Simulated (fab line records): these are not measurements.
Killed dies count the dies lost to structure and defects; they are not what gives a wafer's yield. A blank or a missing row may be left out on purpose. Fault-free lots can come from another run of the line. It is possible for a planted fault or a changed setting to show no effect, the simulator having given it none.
Which tool did it?	flow berkeley cmos170	14 lots with 42 wafers sampled at 2 steps, on a route of 331 steps

== WHAT EACH GAUGE READ, for each wafer ==
UCB170_PFIELD_TW_MEAS_09. Usual: PFIELD_TW 601, standard deviation 9.
lot	measured	on	PFIELD_TW	flag
L528	day 4 03:13	film metro-01	587 586 589	
L529	day 4 13:40	film metro-04	595 598 600	
L530	day 5 01:15	film metro-01	586 585 588	
L532	day 5 07:09	film metro-03	613 610 610	
L534	day 5 07:10	film metro-01	585 587 590	
L535	day 5 16:37	film metro-03	616 612 613	
L536	day 5 16:52	film metro-04	604 604 602	
L537	day 6 04:25	film metro-04	602 600 601	
L539	day 6 11:20	film metro-04	604 601 600	
L541	day 7 04:36	film metro-03	609 612 611	
L545	day 7 13:16	film metro-01	587 588 589	
L546	day 8 00:07	film metro-04	599 603 601	
L549	day 8 14:19	film metro-04	600 604 600	
L550	day 8 18:05	film metro-03	607 611 606	

UCB170_NVT_TW_MEAS_09. Usual: NVT_TW 524, standard deviation 8.4.
lot	measured	on	NVT_TW	flag
L528	day 5 03:42	film metro-03	534 535 536	
L529	day 5 13:20	film metro-01	515 511 517	
L530	day 6 01:28	film metro-03	531 532 532	
L532	day 6 05:30	film metro-04	526 526 527	
L534	day 6 05:16	film metro-03	531 533 529	
L535	day 6 14:59	film metro-01	517 517 520	
L536	day 6 15:09	film metro-03	531 533 529	
L537	day 7 07:27	film metro-04	523 522 525	
L539	day 7 12:43	film metro-03	534 532 532	
L541	day 8 07:22	film metro-03	532 532 532	
L545	day 8 16:19	film metro-03	532 534 533	
L546	day 9 04:34	film metro-04	526 521 524	
L549	day 9 19:05	film metro-03	533 532 532	
L550	day 10 01:05	film metro-01	514 514 513	

== EACH LOT AND THE TOOL THAT RAN IT (in order: tool; ch and the chambers of the sampled wafers; start) ==
No process step before these readings appears in the record.

== AS READ BY THE TOOLS THEMSELVES (means over the sampled wafers that have a number; for cases with no such wafer, the mark the record gives instead) ==
The record holds no such reading with a usual standard deviation.

== THE ANSWER, worked out from the rows above alone ==
Rule: lot off if the mean of its wafers having a number is beyond 3 standard deviations from the usual mean. A lot without any number at a reading at which 4 lots or more have one is off too. All remaining lots with rows at the step are treated as sound. First the gauges in route order, then the tools' own readings, where a lot's mean is used as printed above. The first step at which some lot is off is used, and at that step the reading that is off furthest; a lot without a number counts as furthest.
Nothing can be told from this: no lot is off at any reading shown.

== WHAT THE SIMULATOR PUT IN ==
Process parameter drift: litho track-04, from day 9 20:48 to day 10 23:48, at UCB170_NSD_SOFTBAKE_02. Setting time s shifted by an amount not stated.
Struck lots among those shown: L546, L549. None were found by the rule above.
